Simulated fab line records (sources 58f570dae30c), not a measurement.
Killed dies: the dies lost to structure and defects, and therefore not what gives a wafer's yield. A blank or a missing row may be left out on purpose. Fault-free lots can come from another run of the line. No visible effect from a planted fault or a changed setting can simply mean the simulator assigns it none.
A single fault, viewed from 2 desks :: flow berkeley_cmos170 :: what lay behind the numbers comes last; until then each desk has only its own

== METROLOGY DESK ==
Lot by lot, what the gauges showed, no matter which tool ran the lot: averages of those sampled wafers that carry a number. A lot is out of limits, marked OUT, if its mean lies more than 4 standard deviations from the usual mean; the brackets give that distance.
Columns: A = NSD_TW at UCB170_NSD_TW_MEAS_10, usual 4211
lot: L725
first seen here: day 8 11:25
A: 4222

lot: L726
first seen here: day 8 16:23
A: 4246

lot: L729
first seen here: day 9 03:01
A: 4192

lot: L728
first seen here: day 9 03:10
A: 4208

lot: L736
first seen here: day 10 00:19
A: 4243

lot: L733
first seen here: day 10 00:26
A: 4179

lot: L732
first seen here: day 10 00:31
A: 4216

lot: L735
first seen here: day 10 00:55
A: 4216

lot: L741
first seen here: day 11 06:53
A: 4206

lot: L743
first seen here: day 11 17:53
A: 4216

lot: L745
first seen here: day 11 17:59
A: 4225

lot: L746
first seen here: day 12 08:19
A: 4210

lot: L747
first seen here: day 12 08:40
A: 4196

lot: L748
first seen here: day 12 20:03
A: 4228
Result from this desk: across the 14 lots, nothing is out of limits.

== DESK OF THE TOOL OWNER: plasma_asher-01 ==
The tool's own readings at UCB170_ZERO_STRIP_07 (strips in O2): means of the sampled wafers that have a number, for each lot that ran on this tool. A lot is out of limits, marked OUT, if its mean lies more than 4 standard deviations from the usual mean; the brackets give that distance.
Columns: A = drypump_motor_current_A at UCB170_ZERO_STRIP_07, usual 5.9 A; B = o2_flow_sccm at UCB170_ZERO_STRIP_07, usual 399.7 sccm; C = oes_product_au at UCB170_ZERO_STRIP_07, usual 0.728 a.u.; D = strip_time_to_endpoint_s at UCB170_ZERO_STRIP_07, usual 21.53 s
lot: L733
first seen here: day 3 21:30
A: 6.1
B: 399.6
C: 0.729
D: 21.62

lot: L735
first seen here: day 4 03:13
A: 5.8
B: 399.2
C: 0.730
D: 21.51

lot: L741
first seen here: day 5 06:03
A: 6.1
B: 334.3 (-54) OUT
C: 0.711
D: 22.53 (+18) OUT

lot: L743
first seen here: day 5 18:11
A: 6.1
B: 333.2 (-55) OUT
C: 0.708 (-4.2) OUT
D: 22.59 (+19) OUT
This desk's finding: out of limits on L741, L743; first on L741, day 5 06:03 (o2_flow_sccm at UCB170_ZERO_STRIP_07). L733, L735: within limits.

== PUT TOGETHER ==
At day 5 06:03, on L741, L743, the tool owner's desk was in a position to raise an alarm.
From the metrology desk's view, nothing was out of limits.
The metrology desk holds a record of L741, L743, inside its limits.
All the named lots went through UCB170_ZERO_STRIP_07 on plasma_asher-01.

== WHAT THE SIMULATOR PUT IN ==
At UCB170_ZERO_STRIP_07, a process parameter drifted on plasma_asher-01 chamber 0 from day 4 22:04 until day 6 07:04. A move of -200 in setting o2_flow_sccm, from 400. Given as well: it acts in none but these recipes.
Lots struck among those shown: L741, L743.
Each desk's first reading out of limits, in hours after the fault started: the tool owner's desk, 8.
